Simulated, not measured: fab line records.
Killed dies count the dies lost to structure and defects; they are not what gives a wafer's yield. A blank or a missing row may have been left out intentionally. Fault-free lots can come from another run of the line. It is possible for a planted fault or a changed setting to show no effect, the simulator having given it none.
fab line records | flow berkeleyCmos170
record: lots: 12 | wafers: 36 | lastDay: 14
route steps=331 shown PSD@183 M3@330
lots untouched by any fault: they come from a run of this same line in which no faults occurred
startH: the number of hours between the record's first day and the start of the first shown wafer of the lot | waitH: hours elapsed since this lot's preceding step | " repeats the value in the row above | L1.1+2: a single row standing in for several wafers | - no value present, or no start provided | * or withheld: withheld | < > ~ a bound
route shown NAME@n: names a module that has steps shown in the file, with the first one's number in the route | usual: the fault-free wafers' mean and standard deviation | same: alike in all rows | chamber/n: place in a boat | sites: readings site by site | _std_site: their standard deviation | _edge_site: the outer-site mean with the inner-site mean subtracted | radiusMm: for every site, how far away it sits from the centre of the wafer | mask NAME#n: copy n | behind: tool/chamber where the wafer was last shaped | hold: cause of the lot's hold/its duration in hours/its outcome | device: names the non-switching transistor (n, p or np) | end of line: tests of these same wafers at the route's end | a step given without rows: its recipe and nothing more | killed: not the wafer's yield, but the dies lost to structure and defects at the first sort | map: per-die view of a wafer (x killed, . not killed, _ where there is no die)
set.NAME: the setting that was run; set.NAME@STEP: the one run at that earlier step | model.NAME: the simulator's own value behind a step, which no gauge read
the route's steps for a sample of lots (tables are steps, rows are wafers)
services: from which hour (startH, from the record's first day; less than 0 if before it) a tool's chamber was out of use, for how many hours, and why
== steps ==
step: UCB170_PSD_IMPLANT_08
recipe: species: B | doseCm2: 3e+15 | energyKev: 20 | tiltDeg: 7
usual: beamEnergyKeV: 20.000/0.0051 | beamOnS: 10.00/0.21
lot.wafer | tool         | chamber | startH | waitH | beamEnergyKeV | beamOnS
L601.1    | implanter-02 | 0       | 161.74 | 0.0   | 20.009        | 9.74
L601.4    | "            | 0       | "      | "     | 19.994        | 9.85
L601.6    | "            | 0       | "      | "     | 20.010        | 10.09
L608.3    | implanter-01 | 0       | 196.26 | 0.1   | 19.309        | 9.60
L608.4    | "            | 0       | "      | "     | 19.301        | 10.01
L608.6    | "            | 0       | "      | "     | 19.312        | 9.89
L606.1    | implanter-01 | 0       | 196.45 | 0.0   | 19.302        | 10.14
L606.2    | "            | 0       | "      | "     | 19.302        | 10.20
L606.4    | "            | 0       | "      | "     | 19.312        | 10.23
L613.1    | implanter-01 | 0       | 230.63 | 0.0   | 19.309        | 10.05
L613.2    | "            | 0       | "      | "     | 19.306        | 9.85
L613.4    | "            | 0       | "      | "     | 19.308        | 10.35
L616.1    | implanter-03 | 0       | 258.57 | 0.0   | 20.000        | 10.32
L616.4    | "            | 0       | "      | "     | 20.004        | 9.89
L616.6    | "            | 0       | "      | "     | 19.992        | 10.23
L617.1    | implanter-02 | 0       | 258.80 | 0.0   | 20.000        | 10.01
L617.3    | "            | 0       | "      | "     | 19.995        | 10.11
L617.4    | "            | 0       | "      | "     | 19.998        | 10.15
L623.2    | implanter-01 | 0       | 291.96 | 0.0   | 20.009        | 9.98
L623.3    | "            | 0       | "      | "     | 20.001        | 9.79
L623.5    | "            | 0       | "      | "     | 20.002        | 9.95
L622.2    | implanter-02 | 0       | 292.68 | 0.0   | 19.994        | 10.23
L622.5    | "            | 0       | "      | "     | 20.005        | 10.09
L622.6    | "            | 0       | "      | "     | 20.001        | 9.82
L620.2    | implanter-02 | 0       | 302.28 | 0.0   | 19.996        | 10.22
L620.3    | "            | 0       | "      | "     | 20.000        | 9.97
L620.5    | "            | 0       | "      | "     | 20.001        | 10.08
L619.2    | implanter-01 | 0       | 302.47 | 0.0   | 19.999        | 9.85
L619.4    | "            | 0       | "      | "     | 19.998        | 9.93
L619.6    | "            | 0       | "      | "     | 20.000        | 9.86
L624.1    | implanter-03 | 0       | 302.53 | 0.0   | 20.000        | 9.92
L624.2    | "            | 0       | "      | "     | 20.006        | 10.05
L624.6    | "            | 0       | "      | "     | 20.007        | 10.32
L621.2    | implanter-02 | 0       | 302.59 | 0.0   | 19.991        | 9.87
L621.4    | "            | 0       | "      | "     | 20.003        | 9.84
L621.5    | "            | 0       | "      | "     | 20.001        | 10.09
step: UCB170_PSD_STRIP_09
recipe: chemistry: O2 | powerW: 400 | pressureMtorr: 3500 | platenTempC: withheld | o2FlowSccm: 400 | overashFraction: 0.5
usual: drypumpMotorCurrentA: 5.6/0.35 | oesProductAu: 0.600/0.0042 | stripTimeToEndpointS: 29.40/0.064
lot.wafer | tool           | chamber | startH | waitH | drypumpMotorCurrentA | oesProductAu | rfHoursCounterH | stripTimeToEndpointS
L601.1    | plasmaAsher-04 | 1       | 161.89 | 0.1   | 5.1                  | 0.599        | 43              | 29.42
L601.4    | "              | 0       | "      | "     | 5.6                  | 0.593        | -               | 29.44
L601.6    | "              | 1       | "      | "     | 5.1                  | 0.598        | -               | 29.48
L608.3    | plasmaAsher-03 | 0       | 196.39 | 0.1   | 6.1                  | 0.608        | -               | 29.00
L608.4    | "              | 1       | "      | "     | 5.5                  | 0.601        | -               | 28.96
L608.6    | "              | 0       | "      | "     | 6.0                  | 0.603        | -               | 29.02
L606.1    | plasmaAsher-03 | 0       | 196.60 | 0.1   | 6.0                  | 0.611        | 49              | 29.02
L606.2    | "              | 1       | "      | "     | 5.5                  | 0.604        | 49              | 29.02
L606.4    | "              | 0       | "      | "     | 6.0                  | 0.606        | -               | 28.94
L613.1    | plasmaAsher-03 | 0       | 230.78 | 0.1   | 6.0                  | 0.602        | 52              | 29.15
L613.2    | "              | 1       | "      | "     | 5.5                  | 0.603        | 52              | 29.23
L613.4    | "              | 0       | "      | "     | 6.0                  | 0.604        | -               | 29.22
L616.1    | plasmaAsher-03 | 0       | 258.72 | 0.1   | 6.1                  | 0.596        | 55              | 29.33
L616.4    | "              | 1       | "      | "     | 5.5                  | 0.591        | -               | 29.45
L616.6    | "              | 0       | "      | "     | 6.1                  | 0.592        | -               | 29.44
L617.1    | plasmaAsher-04 | 0       | 258.95 | 0.1   | 5.7                  | 0.593        | 52              | 29.32
L617.3    | "              | 0       | "      | "     | 5.7                  | 0.597        | -               | 29.35
L617.4    | "              | 1       | "      | "     | 5.1                  | 0.605        | -               | 29.47
L623.2    | plasmaAsher-02 | 1       | 292.08 | 0.1   | 5.3                  | 0.596        | 48              | 29.46
L623.3    | "              | 1       | "      | "     | 5.3                  | 0.607        | -               | 29.42
L623.5    | "              | 1       | "      | "     | 5.3                  | 0.593        | -               | 29.45
L622.2    | plasmaAsher-04 | 1       | 292.81 | 0.1   | 5.1                  | 0.606        | 55              | 29.39
L622.5    | "              | 1       | "      | "     | 5.1                  | 0.602        | -               | 29.39
L622.6    | "              | 0       | "      | "     | 5.7                  | 0.599        | -               | 29.33
L620.2    | plasmaAsher-02 | 1       | 302.40 | 0.1   | 5.3                  | 0.594        | 49              | 29.47
L620.3    | "              | 1       | "      | "     | 5.3                  | 0.596        | -               | 29.36
L620.5    | "              | 1       | "      | "     | 5.3                  | 0.604        | -               | 29.38
L619.2    | plasmaAsher-03 | 1       | 302.59 | 0.1   | 5.5                  | 0.602        | 59              | 29.28
L619.4    | "              | 0       | "      | "     | 6.0                  | 0.605        | -               | 29.43
L619.6    | "              | 0       | "      | "     | 6.0                  | 0.603        | -               | 29.48
L624.1    | plasmaAsher-02 | 1       | 302.68 | 0.1   | 5.3                  | 0.606        | 49              | 29.41
L624.2    | "              | 0       | "      | "     | 6.0                  | 0.602        | 49              | 29.47
L624.6    | "              | 1       | "      | "     | 5.3                  | 0.599        | -               | 29.35
L621.2    | plasmaAsher-03 | 1       | 302.71 | 0.1   | 5.5                  | 0.599        | 59              | 29.37
L621.4    | "              | 0       | "      | "     | 6.1                  | 0.597        | -               | 29.35
L621.5    | "              | 1       | "      | "     | 5.5                  | 0.599        | -               | 29.34
step: UCB170_M3_BOW_MEAS_20
recipe: mode: bow
usual: M3_BOW: 35/6.8
lot.wafer | tool         | chamber | startH | waitH | M3_BOW[um]
L601.1    | filmMetro-02 | -       | 189.01 | 0.1   | 25
L601.4    | "            | -       | "      | "     | 23
L601.6    | "            | -       | "      | "     | 32
L608.3    | filmMetro-03 | -       | 218.44 | 0.1   | 38
L608.4    | "            | -       | "      | "     | 44
L608.6    | "            | -       | "      | "     | 36
L606.1    | filmMetro-03 | -       | 223.45 | 0.1   | 27
L606.2    | "            | -       | "      | "     | 29
L606.4    | "            | -       | "      | "     | 27
L613.1    | filmMetro-03 | -       | 255.98 | 0.1   | 40
L613.2    | "            | -       | "      | "     | 32
L613.4    | "            | -       | "      | "     | 24
L616.1    | filmMetro-01 | -       | 283.26 | 0.1   | 40
L616.4    | "            | -       | "      | "     | 24
L616.6    | "            | -       | "      | "     | 28
L617.1    | filmMetro-03 | -       | 284.44 | 0.1   | 52
L617.3    | "            | -       | "      | "     | 40
L617.4    | "            | -       | "      | "     | 39
L623.2    | filmMetro-02 | -       | 317.15 | 0.1   | 36
L623.3    | "            | -       | "      | "     | 45
L623.5    | "            | -       | "      | "     | 37
L622.2    | filmMetro-03 | -       | 320.50 | 0.1   | 41
L622.5    | "            | -       | "      | "     | 32
L622.6    | "            | -       | "      | "     | 29
L624.1    | filmMetro-03 | -       | 330.85 | 0.1   | 34
L624.2    | "            | -       | "      | "     | 35
L624.6    | "            | -       | "      | "     | 28
L620.2    | filmMetro-01 | -       | 331.14 | 0.1   | 31
L620.3    | "            | -       | "      | "     | 38
L620.5    | "            | -       | "      | "     | 22
L619.2    | filmMetro-02 | -       | 331.64 | 0.1   | 41
L619.4    | "            | -       | "      | "     | 36
L619.6    | "            | -       | "      | "     | 36
L621.2    | filmMetro-02 | -       | 332.32 | 0.1   | 39
L621.4    | "            | -       | "      | "     | 32
L621.5    | "            | -       | "      | "     | 39
== services ==
tool           | chamber | startH | hours | kind
plasmaAsher-04 | -       | 143.01 | 2.8   | pm
implanter-02   | -       | 143.77 | 2.9   | repair
implanter-01   | -       | 144.74 | 1.0   | repair
implanter-03   | -       | 172.44 | 1.0   | repair
implanter-03   | -       | 190.47 | 6.7   | repair
implanter-02   | -       | 200.67 | 1.8   | repair
plasmaAsher-04 | -       | 223.59 | 4.0   | repair
plasmaAsher-02 | -       | 244.02 | 3.9   | repair
implanter-01   | -       | 266.01 | 0.7   | repair
plasmaAsher-04 | -       | 296.41 | 9.4   | repair
implanter-02   | -       | 299.61 | 1.6   | repair
== key ==
firstSign: step: UCB170_PSD_IMPLANT_08 | reading: beamEnergyKeV | direction: down | sigmas: 99+ | usual: 20.000 | struck: 19.307
effect: step: UCB170_PSD_STRIP_09 | reading: stripTimeToEndpointS | direction: down | sigmas: 5.3 | usual: * | struck: *
metAt UCB170_PSD_IMPLANT_08
struckLots L606,L608,L613
testerLeftOut L606,L608,L613
notActingAt UCB170_M3_BOW_MEAS_20
fault: kind: processParameterDrift | tool: implanter-01 | chamber: - | onsetH: 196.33 | steps: UCB170_PSD_IMPLANT_08 | channel: energyKev | offset: -0.69597 | shape: step | endH: 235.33 | actsIn: theseRecipesOnly | stated: 20
testerLeftOut: of these lots the tester's yield and bins aren't shown, on N5 and GAA mostly nor the transistor test; their killed dies are dies lost to structure and defects alone, not to doping, threshold or leakage, so they don't give the yield
